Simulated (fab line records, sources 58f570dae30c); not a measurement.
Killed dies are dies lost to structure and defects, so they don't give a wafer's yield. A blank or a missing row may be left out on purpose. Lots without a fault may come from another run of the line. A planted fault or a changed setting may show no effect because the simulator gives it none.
Tool commonality check | flow berkeley_cmos170 | 15 lots, 45 wafers sampled

WHY IT WAS OPENED
At UCB170_M2_CD_MEAS_15 the reading cd_nm is flagged on 3 of 15 lots. Wafers without a fault read 700.0 nm, standard deviation 1.4.
Rule: a lot is flagged when every wafer of it that has a number lies more than 4 standard deviations from that mean, or none has a number. The other lots count as sound.

lot  | measured     | on        | cd_nm (nm), wafer by wafer | flag
L644 | day 7 13:52  | cd_sem-02 | 698.7 698.6 698.5          |
L645 | day 7 14:48  | cd_sem-01 | 700.4 698.8 699.0          |
L647 | day 7 22:56  | cd_sem-01 | 699.6 698.4 699.7          |
L648 | day 8 08:35  | cd_sem-02 | 699.6 701.7 701.5          |
L649 | day 8 08:56  | cd_sem-01 | 698.9 698.3 698.8          |
L651 | day 8 17:58  | cd_sem-01 | 700.1 700.8 701.4          |
L654 | day 9 11:47  | cd_sem-02 | 698.0 698.6 698.2          |
L653 | day 9 12:25  | cd_sem-02 | 701.8 701.2 700.1          |
L659 | day 10 11:20 | cd_sem-01 | 700.3 700.6 698.8          |
L658 | day 10 16:27 | cd_sem-02 | 698.6 699.3 700.0          |
L660 | day 10 20:56 | cd_sem-02 | 700.8 702.1 699.7          |
L661 | day 10 21:59 | cd_sem-02 | 736.7 737.6 737.6          | FLAGGED
L662 | day 11 02:52 | cd_sem-01 | 739.0 739.8 739.9          | FLAGGED
L663 | day 11 03:08 | cd_sem-01 | 740.1 739.6 740.5          | FLAGGED
L665 | day 11 23:03 | cd_sem-01 | 701.0 699.3 698.9          |
The numbers of the flagged lots are 739.0 nm on average: +39.0 nm against the usual, or +28 standard deviations.

WHICH TOOL RAN EACH LOT
The record holds 3 process steps before the reading, out of a route of 331 steps. In each cell: the tool, then ch and the chambers that the sampled wafers went through, then the start.
lot  | flag    | UCB170_BACKSIDE_STRIP_03             | UCB170_CONTACT_RTA_08            | UCB170_M2_PEB_13
L644 |         | plasma_asher-02 ch 0,1, day 6 20:09  | rtp_anneal-02 ch 0, day 7 00:51  | litho_track-04 ch 0, day 7 13:35
L645 |         | plasma_asher-03 ch 0,1, day 6 20:34  | rtp_anneal-02 ch 0, day 7 01:02  | litho_track-01 ch 0, day 7 14:32
L647 |         | plasma_asher-01 ch 0,1, day 7 04:22  | rtp_anneal-01 ch 0, day 7 08:26  | litho_track-04 ch 0, day 7 22:40
L648 |         | plasma_asher-01 ch 0,1, day 7 14:16  | rtp_anneal-01 ch 0, day 7 18:16  | litho_track-01 ch 0, day 8 08:19
L649 |         | plasma_asher-03 ch 0,1, day 7 13:47  | rtp_anneal-02 ch 0, day 7 17:55  | litho_track-02 ch 0, day 8 08:40
L651 |         | plasma_asher-03 ch 0,1, day 7 21:15  | rtp_anneal-01 ch 0, day 8 02:05  | litho_track-02 ch 0, day 8 17:41
L654 |         | plasma_asher-03 ch 0,1, day 8 17:53  | rtp_anneal-02 ch 0, day 8 23:22  | litho_track-02 ch 0, day 9 11:30
L653 |         | plasma_asher-02 ch 0,1, day 8 18:04  | rtp_anneal-01 ch 0, day 8 23:33  | litho_track-04 ch 0, day 9 12:08
L659 |         | plasma_asher-03 ch 0,1, day 9 20:13  | rtp_anneal-01 ch 0, day 10 01:22 | litho_track-04 ch 0, day 10 11:04
L658 |         | plasma_asher-03 ch 0,1, day 9 20:56  | rtp_anneal-02 ch 0, day 10 03:56 | litho_track-04 ch 0, day 10 16:10
L660 |         | plasma_asher-01 ch 0,1, day 10 04:01 | rtp_anneal-01 ch 0, day 10 08:00 | litho_track-01 ch 0, day 10 20:40
L661 | FLAGGED | plasma_asher-03 ch 0,1, day 10 04:08 | rtp_anneal-01 ch 0, day 10 08:38 | litho_track-04 ch 0, day 10 21:42
L662 | FLAGGED | plasma_asher-01 ch 0,1, day 10 09:34 | rtp_anneal-02 ch 0, day 10 13:52 | litho_track-04 ch 0, day 11 02:35
L663 | FLAGGED | plasma_asher-02 ch 0,1, day 10 09:16 | rtp_anneal-01 ch 0, day 10 13:25 | litho_track-04 ch 0, day 11 02:52
L665 |         | plasma_asher-01 ch 0,1, day 11 01:50 | rtp_anneal-02 ch 0, day 11 06:34 | litho_track-02 ch 0, day 11 22:47
What these steps do:
- UCB170_BACKSIDE_STRIP_03: strips in O2.
- UCB170_CONTACT_RTA_08: time 10 s.
- UCB170_M2_PEB_13
- UCB170_M2_CD_MEAS_15: target cd 700 nm.

FLAGGED OVER TOTAL, TOOL BY TOOL (the gauges that took the reading come last)
step                     | tool            | lots run | flagged | share of the flagged lots | sound lots run after its first flagged lot
UCB170_BACKSIDE_STRIP_03 | plasma_asher-01 | 5        | 1       | some                      | 1 (L665)
UCB170_BACKSIDE_STRIP_03 | plasma_asher-02 | 3        | 1       | some                      | 0
UCB170_BACKSIDE_STRIP_03 | plasma_asher-03 | 7        | 1       | some                      | 0
UCB170_CONTACT_RTA_08    | rtp_anneal-01   | 8        | 2       | some                      | 0
UCB170_CONTACT_RTA_08    | rtp_anneal-02   | 7        | 1       | some                      | 1 (L665)
UCB170_M2_PEB_13         | litho_track-01  | 3        | 0       | none                      | -
UCB170_M2_PEB_13         | litho_track-02  | 4        | 0       | none                      | -
UCB170_M2_PEB_13         | litho_track-04  | 8        | 3       | all                       | 0
UCB170_M2_CD_MEAS_15     | cd_sem-01       | 8        | 2       | some                      | 1 (L665)
UCB170_M2_CD_MEAS_15     | cd_sem-02       | 7        | 1       | some                      | 0

WHAT THE TABLE ALLOWS
1 row of the table ran every flagged lot: litho_track-04 at UCB170_M2_PEB_13.
- litho_track-04 at UCB170_M2_PEB_13: 3 of its 8 lots flagged. Its last sound lot is L658 (day 10 16:10), its first flagged lot L661 (day 10 21:42): a fault that began between those two fits. Its own readings lie more than 4 standard deviations out on every wafer of the flagged lots: heater_power_total_W, plate_temp_C.
One tool is left: litho_track-04 at UCB170_M2_PEB_13.

WHAT THE SIMULATOR HAD PUT IN
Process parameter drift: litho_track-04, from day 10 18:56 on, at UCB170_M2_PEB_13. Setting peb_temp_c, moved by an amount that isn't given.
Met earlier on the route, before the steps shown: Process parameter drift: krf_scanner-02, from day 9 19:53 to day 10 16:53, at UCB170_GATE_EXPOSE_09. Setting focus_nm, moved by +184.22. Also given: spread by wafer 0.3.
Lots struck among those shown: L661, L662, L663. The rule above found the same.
